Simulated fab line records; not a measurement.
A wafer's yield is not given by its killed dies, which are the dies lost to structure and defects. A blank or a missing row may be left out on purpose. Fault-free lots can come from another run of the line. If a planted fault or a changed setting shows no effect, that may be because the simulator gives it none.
The tool behind it: which one? + flow berkeleyCmos170 + 15 lots, 45 wafers sampled, at 1 step of a route of 331

== WHAT EACH GAUGE READ, for each wafer ==
Not one reading of a measure or inspect step in the record can be checked against a usual standard deviation.

== EACH LOT AND THE TOOL THAT RAN IT (in order: tool; ch and the chambers of the sampled wafers; start) ==
| lot  | UCB170_PFIELD_IMPLANT_07       |
|------|--------------------------------|
| L597 | implanter-02 ch 0, day 4 08:35 |
| L596 | implanter-03 ch 0, day 4 08:52 |
| L598 | implanter-03 ch 0, day 4 20:56 |
| L599 | implanter-03 ch 0, day 5 02:22 |
| L600 | implanter-04 ch 0, day 5 13:27 |
| L602 | implanter-03 ch 0, day 5 22:07 |
| L604 | implanter-02 ch 0, day 6 07:20 |
| L606 | implanter-02 ch 0, day 6 12:28 |
| L610 | implanter-02 ch 0, day 7 04:46 |
| L608 | implanter-03 ch 0, day 7 05:25 |
| L614 | implanter-02 ch 0, day 7 20:13 |
| L612 | implanter-02 ch 0, day 7 20:25 |
| L618 | implanter-04 ch 0, day 8 15:59 |
| L617 | implanter-03 ch 0, day 8 16:09 |
| L619 | implanter-04 ch 0, day 9 00:32 |
- UCB170_PFIELD_IMPLANT_07

== WHAT THE TOOLS THEMSELVES READ (means of the sampled wafers that have a number; where no wafer has one, the mark that the record gives instead) ==
UCB170_PFIELD_IMPLANT_07. Usual: tiltDeg 7.001 degrees, standard deviation 0.019.
| lot  | tool         | tiltDeg (degrees) | flag |
|------|--------------|-------------------|------|
| L597 | implanter-02 | 7.014             |      |
| L596 | implanter-03 | 6.963             |      |
| L598 | implanter-03 | 7.023             |      |
| L599 | implanter-03 | 7.013             |      |
| L600 | implanter-04 | 6.977             |      |
| L602 | implanter-03 | 7.016             |      |
| L604 | implanter-02 | 7.022             |      |
| L606 | implanter-02 | 6.994             |      |
| L610 | implanter-02 | 4.050             | OFF  |
| L608 | implanter-03 | 6.994             |      |
| L614 | implanter-02 | 4.080             | OFF  |
| L612 | implanter-02 | 4.060             | OFF  |
| L618 | implanter-04 | 6.976             |      |
| L617 | implanter-03 | 7.006             |      |
| L619 | implanter-04 | 6.997             |      |

== THE ANSWER, worked out from the rows above alone ==
Rule: take the mean of a lot's wafers that have a number; if it is more than 3 standard deviations from the usual mean, the lot is off. A lot without any number at a reading at which 4 lots or more have one is off too. Any other lot the step has rows for is counted as sound. After the gauges, taken in route order, come the tools' own readings; for these a lot's mean is taken, as printed above. At the first step where some lot is off, the reading lying furthest off is the one used; lots without a number count as furthest.
Off at UCB170_PFIELD_IMPLANT_07 (tiltDeg): L610, L614, L612.
If a tool, at that step or one of the process steps before it, ran each lot that is off and ran no sound lot following the first of them, it fits. One candidate fits, namely implanter-02 at UCB170_PFIELD_IMPLANT_07. Its last sound lot is L606 (day 6 12:28), its first lot that is off L610 (day 7 04:46): a fault that began between those two fits.
The tool's own readings at UCB170_PFIELD_IMPLANT_07 bear it out: on the lots that are off they differ by more than 5 times the standard deviation of the sound lots' means. tiltDeg reads 4.063 degrees there against 7.000 degrees on the sound lots.

== WHAT HAD BEEN PUT IN BY THE SIMULATOR ==
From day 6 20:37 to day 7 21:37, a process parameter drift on implanter-02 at UCB170_PFIELD_IMPLANT_07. Setting tiltDeg shifted by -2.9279 from 7. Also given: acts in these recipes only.
Lots struck among those shown: L610, L614, L612. This agrees with what the rule above found.
